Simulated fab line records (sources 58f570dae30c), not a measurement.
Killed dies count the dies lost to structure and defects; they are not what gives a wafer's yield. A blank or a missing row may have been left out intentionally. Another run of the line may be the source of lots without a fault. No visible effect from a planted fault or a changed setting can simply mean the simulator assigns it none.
One fault seen from 2 desks / flow berkeley-cmos170 / what lay behind the numbers comes last; until then each desk has only its own

FROM THE METROLOGY DESK
Lot by lot, what the gauges showed, no matter which tool ran the lot: averages of those sampled wafers that carry a number. Marked OUT: a lot whose mean sits more than 4 standard deviations from the usual mean, which makes it out of limits; the brackets give that distance.
Columns: A = ACTIVE_OXIDE_THK at UCB170_ACTIVE_THK_MEAS_03, usual 26.1 nm; B = cd-nm at UCB170_ACTIVE_CD_MEAS_13, usual 1200.3 nm; C = cd-nm at UCB170_PLDD_CD_MEAS_06, usual 1199.7 nm
lot=L271; first seen here=day 3 16:18; A=25.8; B=1201.6; C=1200.9
lot=L272; first seen here=day 4 06:34; A=25.8; B=1200.9; C=1198.6
lot=L274; first seen here=day 4 13:19; A=25.9; B=1199.1; C=1199.2
lot=L278; first seen here=day 5 22:37; A=26.0; B=1188.1 (-8.7) OUT; C=1198.7
lot=L284; first seen here=day 6 22:43; A=26.6; B=1201.3; C=1199.0
lot=L286; first seen here=day 7 08:14; A=26.0; B=1199.4; C=1198.1
lot=L288; first seen here=day 7 18:14; A=27.0; B=1201.3; C=1200.1
lot=L290; first seen here=day 8 07:56; A=25.6; B=1198.9; C=1201.3
lot=L292; first seen here=day 8 08:01; A=26.2; B=1200.4; C=1198.5
lot=L293; first seen here=day 8 13:04; A=26.6; B=1201.4; C=1199.2
lot=L294; first seen here=day 9 01:41; A=25.9; B=1201.8; C=1202.7
This desk's finding: out of limits on L278; first on L278, day 6 06:37 (cd-nm at UCB170_ACTIVE_CD_MEAS_13). L271, L272, L274, L284, L286, L288, L290, L292, L293, L294: within limits.

DESK OF THE TOOL OWNER: krf-scanner-01
The tool's own readings at UCB170_ACTIVE_EXPOSE_10 (exposes mask ACTIVE, target cd 1200 nm): means of the sampled wafers that have a number, for each lot that ran on this tool. Marked OUT: a lot whose mean sits more than 4 standard deviations from the usual mean, which makes it out of limits; the brackets give that distance.
Columns: A = exposure-dose-mJ-cm2 at UCB170_ACTIVE_EXPOSE_10, usual 19.712
lot=L278; first seen here=day 6 06:07; A=19.462 (-13) OUT
lot=L293; first seen here=day 8 21:00; A=19.716
This desk's finding: out of limits on L278; first on L278, day 6 06:07 (exposure-dose-mJ-cm2 at UCB170_ACTIVE_EXPOSE_10). L293: within limits.

ALL TOGETHER
An alarm could have come from the tool owner's desk at day 6 06:07, on L278.
On L278, the metrology desk was in a position to raise an alarm at day 6 06:37.
All the named lots went through UCB170_ACTIVE_EXPOSE_10 on krf-scanner-01.

WHAT WAS PUT IN BY THE SIMULATOR
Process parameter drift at UCB170_ACTIVE_EXPOSE_10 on krf-scanner-01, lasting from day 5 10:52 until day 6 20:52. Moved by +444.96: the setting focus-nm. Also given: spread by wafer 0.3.
Shown lots that were struck: L278.
Fault start to first reading out of limits, in hours, per desk: tool owner, 19; metrology, 20.
